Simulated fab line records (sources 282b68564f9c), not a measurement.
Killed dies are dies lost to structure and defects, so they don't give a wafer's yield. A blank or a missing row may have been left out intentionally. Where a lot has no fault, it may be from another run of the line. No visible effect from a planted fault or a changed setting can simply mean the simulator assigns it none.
Which tool did it? -- flow rit cmos -- Sampling: 7 lots, 21 wafers, 2 of 202 route steps

== WHAT EACH GAUGE READ, for each wafer ==
RIT_CONTACT_THK_MEAS_01.
lot,measured,on,CONTACT_TEOS_THK (nm)
L261,day 3 07:04,film metro-03,410 415 415
L264,day 4 03:02,film metro-02,404 406 407
L266,day 4 10:43,film metro-01,407 411 408
L268,day 4 20:03,film metro-02,401 410 409
L274,day 6 00:08,film metro-01,400 221 226
L279,day 7 05:24,film metro-03,412 415 421
L282,day 7 19:31,film metro-01,403 408 411

== EACH LOT AND THE TOOL THAT RAN IT (in order: tool; ch and the chambers of the sampled wafers; start) ==
lot,RIT_CONTACT_CVD_00
L261,"pecvd-02 ch 0,1, day 3 06:59"
L264,"pecvd-02 ch 0,1,2, day 4 02:58"
L266,"pecvd-01 ch 0,2, day 4 10:39"
L268,"pecvd-04 ch 1,2, day 4 20:00"
L274,"pecvd-04 ch 0,2, day 6 00:05"
L279,"pecvd-02 ch 1,2, day 7 05:21"
L282,"pecvd-02 ch 0,1,2, day 7 19:27"
- RIT_CONTACT_CVD_00: deposits SiO2 from TEOS, target thk 400 nm, time 62.35 s.

== THE ANSWER, worked out from the rows above alone ==
Rule: what is usual is taken from the lots themselves. Put in order of their means at a reading, lots are off if they are a third of the lots or fewer, leave a main group of 4 or more, and stand apart from it by a gap of 3 or more times the standard deviation of the main group's means; of several such gaps the widest counts. If all means in a main group match to the digits the tables above print for the reading, that group is not used. Also off: a lot with no number at a reading for which 4 or more lots have one. All remaining lots with rows at the step are treated as sound.
Off: at RIT_CONTACT_THK_MEAS_01 (CONTACT_TEOS_THK), L274. The main group: mean 410 nm, standard deviation 3.8.
A tool fits if, at a process step before that reading, it ran every lot that is off, and no sound lot after the first of them. Those tools and the gauges at RIT_CONTACT_THK_MEAS_01 are tried in the same way. One candidate fits, namely pecvd-04 at RIT_CONTACT_CVD_00. A fault onset in the window from L268 (day 4 20:00, its last sound lot) to L274 (day 6 00:05, its first lot off) fits.

== WHAT THE SIMULATOR HAD PUT IN ==
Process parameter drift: pecvd-04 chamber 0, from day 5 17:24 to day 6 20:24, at RIT_CONTACT_CVD_00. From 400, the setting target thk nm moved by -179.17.
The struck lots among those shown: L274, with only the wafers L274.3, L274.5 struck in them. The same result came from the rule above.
